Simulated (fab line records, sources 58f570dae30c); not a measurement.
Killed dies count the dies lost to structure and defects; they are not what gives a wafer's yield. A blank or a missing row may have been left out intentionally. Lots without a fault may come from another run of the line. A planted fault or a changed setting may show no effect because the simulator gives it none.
A lot that was struck, set against a sound lot :: flow berkeley cmos170 :: 14 out of 331 route steps
Sound: wafers L256.1, L256.2, L256.3. The struck wafers were L248.2, L248.3, L248.4. The cause is named last.
For every step that has rows: the tool of each side, followed by ch and its chambers, followed by its first start. Under that, the readings that differ: sound wafers :: struck wafers :: difference of the means :: sigmas: that difference in standard deviations of wafers without a fault.
alike: same words and numbers on both sides, and readings whose means sit less than 2 such deviations apart. not compared: any withheld reading, any reading some wafer has no value for, any bound like >300 that may hide the same value, and any number with overlapping values for which the record gives no deviation.
Wherever a step has rows on one side only, a row that says differs or no value, or a row with sigmas, the two part there. Numbers that have no deviation but don't overlap get no sigmas and don't part them. A reading missing from all wafers of one side parts the sides only when that side holds two or more wafers.

UCB170_PLDD_CD_MEAS_06 targets a cd of 1200 nm.
  sound on cd sem-01 at day 10 00:29; struck on cd sem-02 at day 8 07:37
  alike: cd nm
UCB170_PLDD_OVL_MEAS_07:
  sound on overlay-01 at day 10 00:37; struck on overlay-02 at day 8 07:43
  alike: PLDD_OVL
then, 2 steps without rows for these wafers: UCB170_PLDD_IMPLANT_08; UCB170_PLDD_IMPLANT_09.
UCB170_PLDD_STRIP_10: strips in O2.
  sound on plasma asher-02 ch 0,1, day 10 00:57; struck on plasma asher-02 ch 0,1, day 8 08:03
  alike: drypump motor current A, oes product au, strip time to endpoint s
  not compared: rf hours counter h
UCB170_PLDD_TW_MEAS_11:
  sound on film metro-02 at day 10 01:03; struck on film metro-04 at day 8 08:10
  alike: PLDD_TW
then, 6 steps without rows for these wafers: UCB170_PLDD_CLEAN_12 (cleans in SPM, time 600 s); UCB170_NLDD_HMDS_00 (prime time 60 s); UCB170_NLDD_COAT_01 (resist thk 900 nm); UCB170_NLDD_SOFTBAKE_02 (time 60 s); UCB170_NLDD_EXPOSE_03 (exposes mask NSELECT, target cd 1200 nm); UCB170_NLDD_PEB_04.
UCB170_NLDD_DEVELOP_05: develop time 45 s.
  sound on litho track-02 ch 0, day 10 02:00; struck on litho track-02, day 8 09:00
  no value came back on the struck wafers for chill plate temp C (C), develop time s (s); on the sound wafers chill plate temp C (C) reads 22.96 23.12 22.95
reading: model.KrF_of_NLDD_COAT_01.thk nm (nm)
sound: 888.3 888 889.6
struck: 897.8 899 899.5
difference: +10.1
sigmas: 
UCB170_NLDD_CD_MEAS_06 targets a cd of 1200 nm.
  sound on cd sem-02 at day 10 02:35; struck on cd sem-02 at day 8 09:31
reading: cd nm (nm)
sound: 1199.9 1199.8 1199.6
struck: - - -
difference: no value on the struck wafers
sigmas: 

== WHERE THEY PART ==
Last at UCB170_NLDD_CD_MEAS_06 as far as this record goes, first at UCB170_NLDD_DEVELOP_05.

WHY: whatever the simulator had introduced
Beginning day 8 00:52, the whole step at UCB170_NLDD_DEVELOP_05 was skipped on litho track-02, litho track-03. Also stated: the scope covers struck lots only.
